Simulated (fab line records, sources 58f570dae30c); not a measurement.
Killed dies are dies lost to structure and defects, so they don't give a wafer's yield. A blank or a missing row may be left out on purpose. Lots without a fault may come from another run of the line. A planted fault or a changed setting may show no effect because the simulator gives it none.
Which tool did it? | flow berkeley_cmos170 | 13 lots, 39 wafers sampled, at 5 steps of a route of 331

WHAT THE GAUGES READ, wafer by wafer
UCB170_CONTACT_OVL_MEAS_16. Usual: CONTACT_OVL 2 nm, standard deviation 5.3.
lot  | measured     | on         | CONTACT_OVL (nm) | flag
L504 | day 8 01:56  | overlay-01 | -5 4 3           |
L505 | day 8 11:29  | overlay-02 | -4 -6 -1         |
L506 | day 8 10:36  | overlay-01 | 3 5 10           |
L510 | day 9 09:29  | overlay-02 | -2 5 5           |
L512 | day 10 02:23 | overlay-02 | 11 -1 1          |
L514 | day 10 13:49 | overlay-02 | -2 5 6           |
L515 | day 10 15:06 | overlay-02 | 0 4 0            |
L517 | day 11 13:26 | overlay-01 | 7 -4 3           |
L519 | day 11 15:06 | overlay-01 | 17 5 11          |
L523 | day 11 21:22 | overlay-01 | -3 -1 -5         |
L524 | day 12 08:32 | overlay-02 | -2 0 7           |
L525 | day 12 08:38 | overlay-01 | -3 6 -5          |
L527 | day 13 04:11 | overlay-01 | 4 3 7            |

UCB170_M2_RS_MEAS_02: measures by four-point-probe. Usual: M2_AL_RS 0.0322 ohm/sq, standard deviation 0.00035.
lot  | measured     | on            | M2_AL_RS (ohm/sq)    | flag
L504 | day 8 08:08  | film_metro-02 | 0.0324 0.0322 0.0322 |
L505 | day 8 18:49  | film_metro-01 | 0.0322 0.0324 0.0325 |
L506 | day 8 17:08  | film_metro-01 | 0.0315 0.0322 0.0320 |
L510 | day 9 19:10  | film_metro-01 | 0.0419 0.0407 0.0411 | OFF
L512 | day 10 09:17 | film_metro-03 | 0.0322 0.0320 0.0323 |
L514 | day 10 19:53 | film_metro-03 | 0.0320 0.0318 0.0317 |
L515 | day 10 22:38 | film_metro-02 | 0.0425 0.0434 0.0424 | OFF
L517 | day 11 20:26 | film_metro-03 | 0.0320 0.0323 0.0320 |
L519 | day 11 21:46 | film_metro-01 | 0.0322 0.0321 0.0321 |
L523 | day 12 08:40 | film_metro-01 | 0.0321 0.0317 0.0319 |
L524 | day 12 16:28 | film_metro-02 | 0.0324 0.0324 0.0325 |
L525 | day 12 19:59 | film_metro-02 | 0.0320 0.0321 0.0324 |
L527 | day 13 10:53 | film_metro-01 | 0.0323 0.0322 0.0327 |

UCB170_M2_THK_MEAS_03: measures by xrf. Usual: M2_AL_THK 870 nm, standard deviation 9.8.
lot  | measured     | on            | M2_AL_THK (nm) | flag
L504 | day 8 08:14  | film_metro-02 | 863 865 869    |
L505 | day 8 18:55  | film_metro-01 | 865 861 854    |
L506 | day 8 17:16  | film_metro-01 | 883 868 867    |
L510 | day 9 19:17  | film_metro-01 | 666 688 680    | OFF
L512 | day 10 09:23 | film_metro-03 | 877 878 869    |
L514 | day 10 20:00 | film_metro-03 | 878 880 886    |
L515 | day 10 22:46 | film_metro-02 | 667 650 663    | OFF
L517 | day 11 20:33 | film_metro-03 | 878 874 876    |
L519 | day 11 21:53 | film_metro-01 | 868 873 871    |
L523 | day 12 08:47 | film_metro-01 | 869 882 873    |
L524 | day 12 16:35 | film_metro-02 | 867 869 865    |
L525 | day 12 20:07 | film_metro-02 | 881 871 866    |
L527 | day 13 11:01 | film_metro-01 | 875 867 858    |

WHICH TOOL RAN EACH LOT (tool, then ch and the chambers of the sampled wafers, then the start)
lot  | UCB170_ZERO_STRIP_07                | UCB170_M2_SPUTTER_01
L504 | plasma_asher-03 ch 1, day 1 20:04   | pvd_sputter-03, day 8 08:01
L505 | plasma_asher-01 ch 0,1, day 2 03:27 | pvd_sputter-04, day 8 18:41
L506 | plasma_asher-01 ch 0, day 2 07:39   | pvd_sputter-03, day 8 17:04
L510 | plasma_asher-01 ch 0,1, day 3 05:39 | pvd_sputter-03, day 9 19:05
L512 | plasma_asher-01 ch 0,1, day 3 12:29 | pvd_sputter-02, day 10 09:11
L514 | plasma_asher-03 ch 0,1, day 3 21:05 | pvd_sputter-04, day 10 19:47
L515 | plasma_asher-01 ch 0,1, day 4 08:07 | pvd_sputter-03, day 10 22:34
L517 | plasma_asher-03 ch 0,1, day 4 18:04 | pvd_sputter-02, day 11 20:20
L519 | plasma_asher-02 ch 0,1, day 5 02:34 | pvd_sputter-04, day 11 21:40
L523 | plasma_asher-02 ch 0, day 5 18:49   | pvd_sputter-02, day 12 08:34
L524 | plasma_asher-01 ch 0,1, day 5 22:53 | pvd_sputter-04, day 12 16:23
L525 | plasma_asher-01 ch 0,1, day 6 10:24 | pvd_sputter-02, day 12 19:54
L527 | plasma_asher-01 ch 0,1, day 6 20:02 | pvd_sputter-03, day 13 10:48
- UCB170_ZERO_STRIP_07: strips in O2.
- UCB170_M2_SPUTTER_01: material Al, target thk 900 nm, time 120 s.

WHAT THE TOOLS THEMSELVES READ (means of the sampled wafers that have a number; where no wafer has one, the mark that the record gives instead)
UCB170_ZERO_STRIP_07. Usual: drypump_motor_current_A 5.7 A, standard deviation 0.51; o2_flow_sccm 399.9 sccm, standard deviation 1.3; oes_product_au 0.727 a.u., standard deviation 0.0048; strip_time_to_endpoint_s 21.33 s, standard deviation 0.054.
lot  | tool            | drypump_motor_current_A (A) | o2_flow_sccm (sccm) | oes_product_au (a.u.) | strip_time_to_endpoint_s (s) | flag
L504 | plasma_asher-03 | 5.2                         | 400.9               | 0.723                 | 21.38                        |
L505 | plasma_asher-01 | 6.0                         | 400.5               | 0.730                 | 21.32                        |
L506 | plasma_asher-01 | 5.9                         | 400.4               | 0.731                 | 21.37                        |
L510 | plasma_asher-01 | 5.9                         | 400.5               | 0.729                 | 21.32                        |
L512 | plasma_asher-01 | 6.0                         | 399.9               | 0.727                 | 21.36                        |
L514 | plasma_asher-03 | 5.1                         | 399.8               | 0.730                 | 21.27                        |
L515 | plasma_asher-01 | 5.9                         | 400.6               | 0.727                 | 21.28                        |
L517 | plasma_asher-03 | 5.0                         | 399.3               | 0.729                 | 21.24                        |
L519 | plasma_asher-02 | 5.9                         | 399.6               | 0.728                 | 21.32                        |
L523 | plasma_asher-02 | 5.7                         | 401.8               | 0.725                 | 21.28                        |
L524 | plasma_asher-01 | 5.9                         | 399.8               | 0.725                 | 21.32                        |
L525 | plasma_asher-01 | 5.9                         | 399.4               | 0.733                 | 21.25                        |
L527 | plasma_asher-01 | 6.0                         | 399.0               | 0.725                 | 21.39                        |

UCB170_M2_SPUTTER_01. Usual: throttle_valve_pct 30.0 %, standard deviation 1.2.
lot  | tool           | throttle_valve_pct (%) | flag
L504 | pvd_sputter-03 | 30.4                   |
L505 | pvd_sputter-04 | 29.9                   |
L506 | pvd_sputter-03 | 29.5                   |
L510 | pvd_sputter-03 | 29.5                   |
L512 | pvd_sputter-02 | 30.3                   |
L514 | pvd_sputter-04 | 30.0                   |
L515 | pvd_sputter-03 | 30.5                   |
L517 | pvd_sputter-02 | 31.7                   |
L519 | pvd_sputter-04 | 30.6                   |
L523 | pvd_sputter-02 | 29.2                   |
L524 | pvd_sputter-04 | 29.2                   |
L525 | pvd_sputter-02 | 31.5                   |
L527 | pvd_sputter-03 | 29.7                   |

THE ANSWER, worked out from the rows above alone
Rule: a lot is off if the mean of its wafers that have a number lies more than 3 standard deviations from the usual mean. A lot without any number at a reading at which 4 lots or more have one is off too. The other lots that the step has rows for count as sound. The gauges are gone through in route order, then the tools' own readings, and for those a lot's mean is taken as printed above. The first step at which some lot is off is used, and at that step the reading that is off furthest; a lot without a number counts as furthest.
Off: L510, L515, at UCB170_M2_RS_MEAS_02 (M2_AL_RS).
A tool fits if, at a process step before that reading, it ran every lot that is off, and no sound lot after the first of them. The gauges at UCB170_M2_RS_MEAS_02 are tried like those tools. None of those tried fits.

WHAT THE SIMULATOR HAD PUT IN
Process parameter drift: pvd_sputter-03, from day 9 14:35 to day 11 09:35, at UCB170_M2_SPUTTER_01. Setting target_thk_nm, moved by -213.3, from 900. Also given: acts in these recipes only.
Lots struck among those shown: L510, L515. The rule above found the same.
